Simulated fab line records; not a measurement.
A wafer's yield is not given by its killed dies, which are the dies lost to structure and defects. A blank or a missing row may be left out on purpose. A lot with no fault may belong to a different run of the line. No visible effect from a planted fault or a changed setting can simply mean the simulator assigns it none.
fab line records    flow ritCmos
record lots=6  wafers=18  lastDay=7
route steps=202 shown SPACER@130 NSD@131 PSD@142 M1@202
lots that met no fault: taken from a fault-free run of the same line
startH: start of the lot's first displayed wafer, in hours after the record's first day    waitH: time in hours since the lot's previous step    " the same as in the row above    L1.1+2: a single row standing in for several wafers    - no value present, or no start provided    * or withheld: withheld    < > ~ a bound
route shown NAME@n: NAME is a module with steps in the file, n the number in the route of the first one    usual: mean/standard deviation of fault-free wafers    same: alike in all rows    chamber/n: place in a boat    sites: the reading at each site    _std_site: their standard deviation    _edge_site: mean of outer sites minus mean of inner sites    radiusMm: how far each site lies from the wafer's centre    mask NAME#n: copy n    behind: tool/chamber where the wafer was last shaped    hold: the reason the lot was held/the length of the hold in hours/how it ended    device: transistor that didn't switch, given as n, p or np    end of line: tests run on the same wafers once the route is complete    a step with no rows: only its recipe    killed: dies that structure and defects cost at the first sort, which is not the same as the wafer's yield    map: a wafer's dies, x killed, . not, _ none there
set.NAME: setting as actually run; set.NAME@STEP: the setting as run at that earlier step    model.NAME: the simulator's own value behind a step, which no gauge read
lots at some steps of the route; a table a step, a row a wafer
services: the hour from which a tool's chamber was out of use, counted from the record's first day as startH (under 0 if before that day), plus the number of hours and why
## steps
# step RIT_SPACER_ETCHBACK_05
# recipe targetDepthA=2500  SF6_flow_sccm=30  CHF3_flow_sccm=30  target=Si3N4  chemistry=SF6/CHF3  pressureMtorr=40  rfW=250  timeS=240  stopOn=SiO2
# usual drypumpMotorCurrentA=5.9/0.3  oesProductAu=0.843/0.013  throttleValvePct=10.21/0.14
lot.wafer  tool        chamber  startH  waitH  drypumpMotorCurrentA  oesProductAu  rfHoursCounterH  throttleValvePct
L945.1     rieDiel-03  3        46.65   0.1    5.7                   0.843         5                10.04
L945.4     "           1        "       "      5.7                   0.840         38               10.51
L945.6     "           3        "       "      5.8                   0.853         -                10.04
L950.1     rieDiel-04  2        71.18   0.1    6.0                   0.845         165              10.27
L950.3     "           0        "       "      5.5                   0.854         83               10.26
L950.5     "           0        "       "      5.5                   0.849         -                10.27
L952.1     rieDiel-02  1        80.30   0.1    6.5                   0.827         3                10.22
L952.3     "           0        "       "      6.0                   0.821         21               10.22
L952.4     "           2        "       "      5.7                   0.845         56               10.22
L953.2     rieDiel-04  2        86.37   0.0    6.0                   0.875         0                10.28
L953.5     "           0        "       "      5.5                   0.882         -                10.27
L953.6     "           3        "       "      5.6                   0.856         -                10.22
L955.2     rieDiel-02  3        95.92   0.0    5.5                   0.831         5                10.06
L955.3     "           1        "       "      6.4                   0.808         4                10.23
L955.4     "           2        "       "      5.7                   0.853         56               10.21
L965.1     rieDiel-04  1        146.30  0.1    6.0                   0.830         4                10.32
L965.4     "           0        "       "      5.5                   0.858         84               10.26
L965.5     "           0        "       "      5.5                   0.853         -                10.25
# step RIT_NSD_HMDS_00
# recipe primeTimeS=60  primeTempC=140
# step RIT_NSD_COAT_01
# recipe resist=NOVOLAK  spinRpm=3250  resistThkNm=1000
# step RIT_NSD_SOFTBAKE_02
# recipe resist=NOVOLAK  tempC=90  timeS=60
# step RIT_NSD_EXPOSE_03
# recipe maskId=M9  na=0.57  targetCdNm=40700  doseMj=250
# step RIT_NSD_PEB_04
# recipe resist=NOVOLAK  tempC=withheld  timeS=withheld
# step RIT_NSD_DEVELOP_05
# recipe resist=NOVOLAK  developTimeS=50  devTempC=23.72
# step RIT_NSD_OVL_MEAS_06
# usual NSD_OVL=-0.2/1.5
lot.wafer  tool        chamber  startH  waitH  NSD_OVL[nm]
L945.1     overlay-01  -        47.77   -      -0.2
L945.4     "           -        "       "      1.4
L945.6     "           -        "       "      0.6
L950.1     overlay-01  -        72.18   -      -1.0
L950.3     "           -        "       "      1.0
L950.5     "           -        "       "      -2.2
L952.1     overlay-01  -        81.42   -      -3.1
L952.3     "           -        "       "      -3.6
L952.4     "           -        "       "      -1.2
L953.2     overlay-01  -        87.38   -      0.4
L953.5     "           -        "       "      0.2
L953.6     "           -        "       "      1.8
L955.2     overlay-02  -        97.06   -      1.2
L955.3     "           -        "       "      -0.3
L955.4     "           -        "       "      1.3
L965.1     overlay-01  -        147.31  -      -1.9
L965.4     "           -        "       "      -0.7
L965.5     "           -        "       "      -2.1
# step RIT_NSD_HARDBAKE_07
# recipe resist=NOVOLAK  tempC=140  timeS=60
# step RIT_NSD_IMPLANT_08
# recipe species=P  energyKev=25  doseCm2=1e+15  tiltDeg=7
# step RIT_NSD_STRIP_09
# recipe chemistry=O2  timeS=180  resist=NOVOLAK  platenTempC=withheld  powerW=500  pressureMtorr=4000  o2FlowSccm=4000
# usual drypumpMotorCurrentA=5.9/0.31
lot.wafer  tool            chamber  startH  waitH  drypumpMotorCurrentA  rfHoursCounterH
L945.1     plasmaAsher-03  0        48.11   0.1    6.1                   28
L945.4     "               0        "       "      6.1                   -
L945.6     "               0        "       "      6.1                   -
L950.1     plasmaAsher-01  1        72.52   0.1    5.2                   40
L950.3     "               0        "       "      6.2                   -
L950.5     "               0        "       "      6.2                   -
L952.1     plasmaAsher-02  0        81.76   0.1    6.0                   46
L952.3     "               1        "       "      6.0                   -
L952.4     "               0        "       "      6.0                   -
L953.2     plasmaAsher-02  1        87.71   0.1    6.0                   47
L953.5     "               0        "       "      6.0                   -
L953.6     "               1        "       "      6.1                   -
L955.2     plasmaAsher-01  0        97.39   0.1    6.2                   43
L955.3     "               0        "       "      6.2                   -
L955.4     "               1        "       "      5.2                   -
L965.1     plasmaAsher-03  1        147.64  0.1    5.8                   39
L965.4     "               0        "       "      6.1                   -
L965.5     "               1        "       "      5.7                   -
# step RIT_NSD_TW_MEAS_10
# usual NSD_TW=3120/19
lot.wafer  tool          chamber  startH  waitH  NSD_TW
L945.1     filmMetro-02  -        48.28   0.1    3097
L945.4     "             -        "       "      3092
L945.6     "             -        "       "      3098
L950.1     filmMetro-02  -        72.69   0.1    3093
L950.3     "             -        "       "      3081
L950.5     "             -        "       "      3087
L952.1     filmMetro-01  -        81.94   0.1    3137
L952.3     "             -        "       "      3137
L952.4     "             -        "       "      3164
L953.2     filmMetro-03  -        87.89   0.1    3140
L953.5     "             -        "       "      3154
L953.6     "             -        "       "      3137
L955.2     filmMetro-02  -        97.57   0.1    3097
L955.3     "             -        "       "      3108
L955.4     "             -        "       "      3093
L965.1     filmMetro-03  -        147.82  0.1    3127
L965.4     "             -        "       "      3124
L965.5     "             -        "       "      3157
# step RIT_PSD_HMDS_00
# recipe primeTimeS=60  primeTempC=140
# usual primeTempC=139.98/0.14
lot.wafer  tool           chamber  startH  waitH  primeTempC
L945.1     lithoTrack-04  0        48.34   0.1    140.02
L945.4     "              0        "       "      140.06
L945.6     "              0        "       "      139.96
L950.1     lithoTrack-02  0        72.75   0.1    140.23
L950.3     "              0        "       "      139.79
L950.5     "              0        "       "      140.13
L952.1     lithoTrack-02  0        82.00   0.1    149.94
L952.3     "              0        "       "      149.84
L952.4     "              0        "       "      149.89
L953.2     lithoTrack-01  0        87.97   0.1    140.17
L953.5     "              0        "       "      140.16
L953.6     "              0        "       "      140.15
L955.2     lithoTrack-02  0        97.65   0.1    149.97
L955.3     "              0        "       "      149.65
L955.4     "              0        "       "      149.86
L965.1     lithoTrack-02  0        147.88  0.1    139.83
L965.4     "              0        "       "      140.12
L965.5     "              0        "       "      140.08
# step RIT_PSD_COAT_01
# recipe resist=NOVOLAK  spinRpm=3250  resistThkNm=1000
# step RIT_M1_PROBE_99
# usual killedAtContacts=0.1/0.29  killedAtFrontEnd=6.3/2.8  killedDies=6.4/2.8  killedOpen=3.3/1.7  killedShort=3.1/1.9
# same grossDies=264  killed_at_M0_to_M3=0  killed_at_M4_up=0  killedAtBackSide=0  killedAtOther=0
lot.wafer  tool       chamber  startH  waitH  killedAtContacts  killedAtFrontEnd  killedDies  killedOpen  killedShort
L945.1     prober-01  -        57.81   0.1    0                 5                 5           4           1
L945.4     prober-01  -        57.96   0.2    0                 11                11          5           6
L945.6     prober-01  -        58.06   0.2    0                 14                14          7           7
L950.1     prober-02  -        83.66   0.1    0                 3                 3           1           2
L950.3     prober-02  -        83.76   0.2    0                 4                 4           0           4
L950.5     prober-02  -        83.86   0.2    0                 7                 7           4           3
L952.1     prober-02  -        91.37   0.1    0                 10                10          1           9
L952.3     prober-02  -        91.47   0.2    0                 2                 2           1           1
L952.4     prober-02  -        91.52   0.2    0                 4                 4           1           3
L953.2     prober-01  -        97.46   0.1    0                 11                11          6           5
L953.5     prober-01  -        97.61   0.2    0                 6                 6           2           4
L953.6     prober-01  -        97.66   0.2    0                 4                 4           2           2
L955.2     prober-01  -        107.41  0.1    0                 9                 9           4           5
L955.3     prober-01  -        107.46  0.2    1                 13                14          5           9
L955.4     prober-01  -        107.51  0.2    1                 5                 6           3           3
L965.1     prober-01  -        157.47  0.1    0                 5                 5           3           2
L965.4     prober-01  -        157.62  0.2    0                 15                15          9           5
L965.5     prober-01  -        157.67  0.2    0                 10                10          1           9
# killed by level:class
L945.1 FOX1:geometricParticle:open=2 FOX1:geometricParticle:short=1 GATE:geometricParticle:open=1 SPACER:geometricParticle:open=1
L945.4 SILICIDE:geometricParticle:short=3 GATE:geometricParticle:short=2 GATE:geometricParticle:open=2 SILICIDE:geometricParticle:open=2 FOX1:geometricParticle:short=1 FOX2:geometricParticle:open=1
L945.6 GATE:geometricParticle:short=5 FOX1:geometricParticle:open=2 GATE:geometricParticle:open=2 REOX:geometricParticle:open=1 SPACER:geometricParticle:open=1 SPACER:geometricParticle:short=1 SILICIDE:geometricParticle:short=1 SILICIDE:geometricParticle:open=1
L950.1 FOX1:geometricParticle:short=1 REOX:geometricParticle:short=1 SILICIDE:geometricParticle:open=1
L950.3 GATE:geometricParticle:short=3 SPACER:geometricParticle:short=1
L950.5 SILICIDE:geometricParticle:short=3 GATE:geometricParticle:open=2 FOX2:geometricParticle:open=1 SILICIDE:geometricParticle:open=1
L952.1 GATE:geometricParticle:short=5 FOX2:geometricParticle:short=3 FOX1:geometricParticle:short=1 GATE:geometricParticle:open=1
L952.3 FOX1:geometricParticle:open=1 SILICIDE:geometricParticle:short=1
L952.4 FOX1:geometricParticle:short=1 GATE:geometricParticle:short=1 GATE:geometricParticle:open=1 SILICIDE:geometricParticle:short=1
L953.2 GATE:geometricParticle:short=4 GATE:geometricParticle:open=4 REOX:geometricParticle:short=1 SPACER:geometricParticle:open=1 SILICIDE:geometricParticle:open=1
L953.5 GATE:geometricParticle:short=2 FOX1:geometricParticle:short=1 REOX:geometricParticle:short=1 REOX:geometricParticle:open=1 SILICIDE:geometricParticle:open=1
L953.6 GATE:geometricParticle:open=2 FOX1:geometricParticle:short=1 GATE:geometricParticle:short=1
L955.2 GATE:geometricParticle:open=3 GATE:geometricParticle:short=2 SPACER:geometricParticle:short=2 REOX:geometricParticle:open=1 SILICIDE:geometricParticle:short=1
L955.3 GATE:geometricParticle:short=5 REOX:geometricParticle:short=3 FOX1:geometricParticle:open=2 SILICIDE:geometricParticle:open=2 CONTACT:geometricParticle:open=1 SILICIDE:geometricParticle:short=1
L955.4 SILICIDE:geometricParticle:short=2 FOX1:geometricParticle:open=1 GATE:geometricParticle:open=1 SILICIDE:geometricParticle:open=1 CONTACT:geometricParticle:short=1
L965.1 REOX:geometricParticle:open=2 FOX1:geometricParticle:short=1 SILICIDE:geometricParticle:open=1 SILICIDE:geometricParticle:short=1
L965.4 SPACER:geometricParticle:open=4 REOX:geometricParticle:short=3 GATE:geometricParticle:open=2 FOX1:geometricParticle:open=1 FOX2:geometricParticle:short=1 REOX:geometricParticle:open=1 SILICIDE:geometricParticle:short=1 SILICIDE:geometricParticle:open=1
L965.5 REOX:geometricParticle:short=3 GATE:geometricParticle:short=2 FOX1:geometricParticle:short=1 FOX2:geometricParticle:short=1 REOX:geometricParticle:open=1 SPACER:geometricParticle:short=1 SILICIDE:geometricParticle:short=1
## services
tool            chamber  startH  hours  kind
rieDiel-04      2        24.74   2.5    repair
rieDiel-03      2        24.80   7.3    repair
rieDiel-02      0        60.45   4.0    repair
rieDiel-04      2        71.33   -      clean
rieDiel-04      2        71.33   14.6   scheduledDown
rieDiel-04      2        71.33   14.6   ventCycle
plasmaAsher-03  -        71.77   2.8    pm
rieDiel-04      3        77.90   5.4    repair
rieDiel-02      3        101.76  7.7    repair
rieDiel-03      -        105.71  4.3    pm
plasmaAsher-01  -        108.75  9.0    pm
plasmaAsher-01  0        108.75  9.0    ventCycle
plasmaAsher-01  1        108.75  9.0    ventCycle
rieDiel-02      -        110.99  0.8    repair
plasmaAsher-01  0        117.75  -      clean
plasmaAsher-01  1        117.75  -      clean
## key
firstSign step=RIT_PSD_HMDS_00  reading=primeTempC  direction=up  sigmas=72  usual=*  struck=*
effect none on later readings
metAt RIT_PSD_HMDS_00
struckWafers L952.1,L952.3,L952.4,L955.2,L955.3,L955.4
testerLeftOut L952,L955
onsetBetween 72.75 82.00
fault kind=processParameterDrift  tool=lithoTrack-02  chamber=-  onsetH=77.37  steps=RIT_PSD_HMDS_00  channel=primeTempC  offset=*  shape=step  endH=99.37  actsIn=*  stated=*
# testerLeftOut: of these lots the tester's yield and bins aren't shown, on N5 and GAA mostly nor the transistor test; their killed dies are dies lost to structure and defects alone, not to doping, threshold or leakage, so they don't give the yield
